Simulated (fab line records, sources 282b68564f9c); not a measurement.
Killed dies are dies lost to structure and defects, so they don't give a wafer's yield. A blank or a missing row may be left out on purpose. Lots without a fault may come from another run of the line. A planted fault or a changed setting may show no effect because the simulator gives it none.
Which tool did it? | flow rit_cmos | 13 lots, 39 wafers sampled, at 2 steps of a route of 202

WHAT THE GAUGES READ, wafer by wafer
The record holds no reading of a measuring or inspecting step that can be judged against a usual standard deviation.

WHICH TOOL RAN EACH LOT (tool, then ch and the chambers of the sampled wafers, then the start)
lot  | RIT_PWELL_EXPOSE_03                | RIT_M1_PROBE_99
L722 | iline_stepper-01 ch 0, day 1 22:20 | -
L723 | iline_stepper-01 ch 0, day 2 03:22 | -
L724 | iline_stepper-01 ch 0, day 2 09:36 | -
L725 | iline_stepper-01 ch 0, day 2 12:44 | -
L726 | iline_stepper-02 ch 0, day 2 19:22 | -
L730 | iline_stepper-01 ch 0, day 3 13:38 | -
L731 | iline_stepper-02 ch 0, day 3 20:10 | -
L733 | iline_stepper-02 ch 0, day 4 07:27 | prober-02, day 5 17:41
L734 | iline_stepper-01 ch 0, day 4 10:53 | -
L735 | iline_stepper-02 ch 0, day 4 15:59 | prober-01, day 6 06:50
L736 | iline_stepper-01 ch 0, day 4 20:55 | -
L738 | iline_stepper-02 ch 0, day 5 07:26 | prober-02, day 6 18:32
L739 | iline_stepper-02 ch 0, day 5 12:26 | prober-01, day 7 00:28
- RIT_PWELL_EXPOSE_03: exposes mask M3, target cd 43700 nm.
- RIT_M1_PROBE_99

WHAT THE TOOLS THEMSELVES READ (means of the sampled wafers that have a number; where no wafer has one, the mark that the record gives instead)
RIT_M1_PROBE_99.
lot  | tool      | killed_at_M0_to_M3 | killed_at_contacts | killed_at_front_end | killed_dies | killed_open | killed_short
L733 | prober-02 | 0.0                | 0.0                | 4                   | 4           | 3.0         | 1.0
L735 | prober-01 | 0.0                | 0.0                | 5                   | 5           | 3.3         | 1.7
L738 | prober-02 | 0.0                | 0.0                | 6                   | 6           | 2.3         | 3.3
L739 | prober-01 | 0.0                | 0.3                | 8                   | 8           | 3.7         | 4.3

THE ANSWER, worked out from the rows above alone
Rule: what is usual is taken from the lots themselves. Put in order of their means at a reading, lots are off if they are a third of the lots or fewer, leave a main group of 4 or more, and stand apart from it by a gap of 3 or more times the standard deviation of the main group's means; of several such gaps the widest counts. A main group whose means are all the same, to the digits that the tables above print for the reading, isn't used. A lot without any number at a reading at which 4 lots or more have one is off too. The other lots that the step has rows for count as sound. The gauges are gone through in route order, then the tools' own readings, and for those a lot's mean is taken as printed above. The first step at which some lot is off is used, and at that step the reading that is off furthest; a lot without a number counts as furthest.
No lot is off at any reading shown: from this, nothing can be told.

WHAT THE SIMULATOR HAD PUT IN
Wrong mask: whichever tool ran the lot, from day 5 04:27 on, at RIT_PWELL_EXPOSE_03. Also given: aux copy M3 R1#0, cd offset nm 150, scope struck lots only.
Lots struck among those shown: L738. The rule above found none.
